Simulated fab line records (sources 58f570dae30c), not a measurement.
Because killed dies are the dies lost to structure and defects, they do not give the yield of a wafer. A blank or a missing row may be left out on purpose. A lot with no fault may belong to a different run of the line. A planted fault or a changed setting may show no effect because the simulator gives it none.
Check of tool commonality :: flow berkeley cmos170 :: 15 lots and 45 wafers in the sample

REASON IT WAS OPENED
At UCB170_PWELL_THK_MEAS_06 the reading PWELL_NITRIDE_THK is flagged on 3 of 15 lots. No-fault wafers: 211.5 nm, standard deviation 2.1.
Rule: a lot gets a flag if all its wafers with a number sit over 4 standard deviations from that mean, or if no wafer of it has a number. The other lots count as sound.

lot: L740
measured: day 3 06:44
on: film metro-02
PWELL_NITRIDE_THK (nm), wafer by wafer: 209.3 211.5 209.4
flag: 

lot: L739
measured: day 3 08:31
on: film metro-01
PWELL_NITRIDE_THK (nm), wafer by wafer: 207.4 209.6 206.3
flag: 

lot: L742
measured: day 3 18:28
on: film metro-01
PWELL_NITRIDE_THK (nm), wafer by wafer: 209.0 210.2 208.7
flag: 

lot: L741
measured: day 3 18:29
on: film metro-02
PWELL_NITRIDE_THK (nm), wafer by wafer: 208.1 207.3 208.1
flag: 

lot: L744
measured: day 4 10:08
on: film metro-02
PWELL_NITRIDE_THK (nm), wafer by wafer: 215.1 212.0 214.9
flag: 

lot: L743
measured: day 4 10:08
on: film metro-01
PWELL_NITRIDE_THK (nm), wafer by wafer: 210.4 209.3 208.5
flag: 

lot: L745
measured: day 4 10:10
on: film metro-04
PWELL_NITRIDE_THK (nm), wafer by wafer: 212.5 212.8 213.1
flag: 

lot: L746
measured: day 4 16:44
on: film metro-04
PWELL_NITRIDE_THK (nm), wafer by wafer: 212.9 215.0 214.4
flag: 

lot: L747
measured: day 4 22:43
on: film metro-04
PWELL_NITRIDE_THK (nm), wafer by wafer: 211.9 211.3 213.4
flag: 

lot: L748
measured: day 5 05:22
on: film metro-04
PWELL_NITRIDE_THK (nm), wafer by wafer: 212.0 213.7 212.7
flag: 

lot: L750
measured: day 5 16:50
on: film metro-04
PWELL_NITRIDE_THK (nm), wafer by wafer: 184.0 184.4 184.5
flag: FLAGGED

lot: L757
measured: day 7 10:40
on: film metro-01
PWELL_NITRIDE_THK (nm), wafer by wafer: 184.6 183.9 185.8
flag: FLAGGED

lot: L758
measured: day 7 10:40
on: film metro-04
PWELL_NITRIDE_THK (nm), wafer by wafer: 186.1 187.1 184.9
flag: FLAGGED

lot: L762
measured: day 8 07:03
on: film metro-01
PWELL_NITRIDE_THK (nm), wafer by wafer: 211.4 213.2 213.0
flag: 

lot: L761
measured: day 8 07:04
on: film metro-04
PWELL_NITRIDE_THK (nm), wafer by wafer: 211.0 209.9 209.1
flag: 
The mean of the flagged lots' numbers is 185.0 nm, -26.5 nm from the usual (-13 standard deviations).

WHICH TOOL RAN EACH LOT
The record holds 1 process step before the reading, out of a route of 331 steps. Cell contents, in order: the tool; ch with the chambers the sampled wafers went through; the start.
lot: L740
flag: 
UCB170_PWELL_CVD_05: lpcvd-01 ch 0, day 3 04:49

lot: L739
flag: 
UCB170_PWELL_CVD_05: lpcvd-02 ch 0, day 3 06:36

lot: L742
flag: 
UCB170_PWELL_CVD_05: lpcvd-02 ch 1, day 3 16:33

lot: L741
flag: 
UCB170_PWELL_CVD_05: lpcvd-02 ch 0, day 3 16:33

lot: L744
flag: 
UCB170_PWELL_CVD_05: lpcvd-02 ch 0, day 4 08:13

lot: L743
flag: 
UCB170_PWELL_CVD_05: lpcvd-02 ch 0, day 4 08:13

lot: L745
flag: 
UCB170_PWELL_CVD_05: lpcvd-02 ch 0, day 4 08:13

lot: L746
flag: 
UCB170_PWELL_CVD_05: lpcvd-01 ch 0, day 4 14:49

lot: L747
flag: 
UCB170_PWELL_CVD_05: lpcvd-01 ch 0, day 4 20:49

lot: L748
flag: 
UCB170_PWELL_CVD_05: lpcvd-02 ch 0, day 5 03:26

lot: L750
flag: FLAGGED
UCB170_PWELL_CVD_05: lpcvd-02 ch 1, day 5 14:55

lot: L757
flag: FLAGGED
UCB170_PWELL_CVD_05: lpcvd-02 ch 0, day 7 08:45

lot: L758
flag: FLAGGED
UCB170_PWELL_CVD_05: lpcvd-02 ch 0, day 7 08:45

lot: L762
flag: 
UCB170_PWELL_CVD_05: lpcvd-01 ch 0, day 8 05:08

lot: L761
flag: 
UCB170_PWELL_CVD_05: lpcvd-01 ch 1, day 8 05:08
What these steps do:
- UCB170_PWELL_CVD_05: deposits Si3N4 from SiH2Cl2/NH3, target thk 220 nm, time 3168 s.
- UCB170_PWELL_THK_MEAS_06

FLAGGED OVER TOTAL, TOOL BY TOOL (the gauges that took the reading come last)
step: UCB170_PWELL_CVD_05
tool: lpcvd-01
lots run: 5
flagged: 0
share of the flagged lots: none
sound lots run after its first flagged lot: -

step: UCB170_PWELL_CVD_05
tool: lpcvd-02
lots run: 10
flagged: 3
share of the flagged lots: all
sound lots run after its first flagged lot: 0

step: UCB170_PWELL_THK_MEAS_06
tool: film metro-01
lots run: 5
flagged: 1
share of the flagged lots: some
sound lots run after its first flagged lot: 1 (L762)

step: UCB170_PWELL_THK_MEAS_06
tool: film metro-02
lots run: 3
flagged: 0
share of the flagged lots: none
sound lots run after its first flagged lot: -

step: UCB170_PWELL_THK_MEAS_06
tool: film metro-04
lots run: 7
flagged: 2
share of the flagged lots: some
sound lots run after its first flagged lot: 1 (L761)

WHAT THE TABLE PERMITS
Rows of the table that ran each flagged lot: 1, that is lpcvd-02 at UCB170_PWELL_CVD_05.
- lpcvd-02 at UCB170_PWELL_CVD_05: 3 of its 10 lots flagged. Last sound lot L748 at day 5 03:26, first flagged lot L750 at day 5 14:55; a fault beginning in between fits.
Left over: one tool, lpcvd-02 at UCB170_PWELL_CVD_05.

WHAT THE SIMULATOR HAD PUT IN
Site profile drift: lpcvd-02, from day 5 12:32 on, at UCB170_PWELL_CVD_05. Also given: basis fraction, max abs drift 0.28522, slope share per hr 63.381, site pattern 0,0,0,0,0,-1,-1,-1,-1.
Lots struck among those shown: L750, L757, L758. The same result came from the rule above.
